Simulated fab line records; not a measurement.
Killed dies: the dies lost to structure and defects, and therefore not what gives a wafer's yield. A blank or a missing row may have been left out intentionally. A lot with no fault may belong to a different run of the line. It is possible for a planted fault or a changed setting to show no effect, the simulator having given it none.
A lot that was struck, set against a sound lot / flow rit_cmos / 15 steps out of a route of 202
Sound: the wafers L550.3, L550.4, L550.6. Wafers L558.2, L558.4, L558.6 were the ones struck. The cause is named last.
For every step that has rows: the tool of each side, followed by ch and its chambers, followed by its first start. Under that, the readings that differ: sound wafers / struck wafers / difference of the means / sigmas: that difference in standard deviations of wafers without a fault.
alike: a reading whose means differ by less than 2 such deviations, as well as words and numbers matching on both sides. not compared: withheld readings; readings where some wafer has no value; bounds like >300 that might hide an equal value; numbers whose values overlap and for which the record gives no deviation.
A row with sigmas, a row that says differs or no value, or rows on one side alone: a step with any of these is where the two part. When numbers do not overlap yet have no deviation, they are printed without sigmas and do not part them. A reading that every wafer of one side lacks parts them only if that side has two wafers or more.

first, 3 steps without rows for these wafers: RIT_SDANNEAL_CLEAN_00 (cleans in SC1, time 600 s); RIT_SDANNEAL_CLEAN_01 (cleans in dHF, time 30 s); RIT_SDANNEAL_CLEAN_02 (cleans in SC2, time 600 s).
RIT_SDANNEAL_RTA_03: time 5 s.
  sound on rtp_anneal-01 ch 0, day 3 10:58; struck on rtp_anneal-01 ch 0, day 5 05:23
  alike: wafer_temp_C_max
RIT_SDANNEAL_RS_MEAS_04: measurement is done with a four-point probe.
  sound: film_metro-03 at day 3 11:03; struck: film_metro-02 at day 5 05:28
  alike: PSD_RS
RIT_SDANNEAL_RS_MEAS_05: measurement is done with a four-point probe.
  sound: film_metro-03 at day 3 11:10; struck: film_metro-02 at day 5 05:35
  alike: NSD_RS
RIT_SDANNEAL_RS_MEAS_06: measurement is done with a four-point probe.
  sound: film_metro-03 at day 3 11:17; struck: film_metro-02 at day 5 05:42
  alike: PLDD_RS
RIT_SDANNEAL_RS_MEAS_07: measurement is done with a four-point probe.
  sound: film_metro-03 at day 3 11:25; struck: film_metro-02 at day 5 05:49
  alike: NLDD_RS
then, 1 step without rows for these wafers: RIT_SILICIDE_WET_ETCH_00 (etches SiO2 in BOE, target depth 14 nm, time 15 s).
RIT_SILICIDE_SPUTTER_01: material Ti, target thk 30 nm, time 240 s.
  sound: pvd_sputter-02 at day 3 11:30; struck: pvd_sputter-02 at day 5 05:56
  alike: chamber_pressure_pa, throttle_valve_pct
RIT_SILICIDE_RS_MEAS_02: measurement is done with a four-point probe.
  sound: film_metro-04 at day 3 11:41; struck: film_metro-04 at day 5 06:07
  alike: SILICIDE_TI_RS
RIT_SILICIDE_THK_MEAS_03: measures by xrf.
  sound: film_metro-04 at day 3 11:47; struck: film_metro-04 at day 5 06:13
  alike: SILICIDE_TI_THK
RIT_SILICIDE_RTA_04: time 10 s, ramp up 5 s, ramp down 5 s.
  sound on rtp_anneal-02 ch 0, day 3 11:51; struck on rtp_anneal-02 ch 0, day 5 06:17
reading=wafer_temp_C_max; sound=652.0 652.3 651.9; struck=645.0 645.5 644.0; difference=-7.2; sigmas=-13
then, 1 step without rows for these wafers: RIT_SILICIDE_WET_ETCH_05 (etches Ti in SPM, time 120 s).
RIT_M1_PROBE_99:
  sound: prober-02 at day 3 18:41; struck: prober-01 at day 5 13:10
reading=model.etest.npoly_line.rs_ohm_sq; sound=16.75 16.68 16.79; struck=17.04 17.21 17.18; difference=+0.40; sigmas=
reading=model.etest.ppoly_line.rs_ohm_sq; sound=16.24 16.37 16.28; struck=16.57 16.76 16.68; difference=+0.37; sigmas=
reading=model.etest.npoly_sal.rs_ohm_sq; sound=4.28 4.297 4.272; struck=4.424 4.452 4.447; difference=+0.158; sigmas=
reading=model.etest.ppoly_sal.rs_ohm_sq; sound=4.26 4.257 4.234; struck=4.357 4.401 4.373; difference=+0.127; sigmas=
reading=model.etest.pplus_sal.rs_ohm_sq; sound=4.252 4.243 4.242; struck=4.363 4.378 4.397; difference=+0.134; sigmas=
reading=model.etest.nplus_sal.rs_ohm_sq; sound=4.276 4.255 4.206; struck=4.37 4.37 4.408; difference=+0.14; sigmas=
reading=model.etest.pplus_sal.line_ohm_um; sound=1.229 1.23 1.218; struck=1.255 1.271 1.267; difference=+0.039; sigmas=
reading=model.etest.nplus_sal.line_ohm_um; sound=1.228 1.222 1.224; struck=1.255 1.256 1.255; difference=+0.031; sigmas=
  alike: killed_at_contacts, killed_at_front_end, killed_dies, killed_open, killed_short

== WHERE THEY PART ==
Within this record, at RIT_SILICIDE_RTA_04 only. Later steps at which nothing parts them and some readings are alike: RIT_M1_PROBE_99.

WHY: the cause the simulator had injected
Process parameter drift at RIT_SILICIDE_RTA_04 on rtp_anneal-02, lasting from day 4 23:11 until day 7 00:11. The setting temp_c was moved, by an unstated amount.
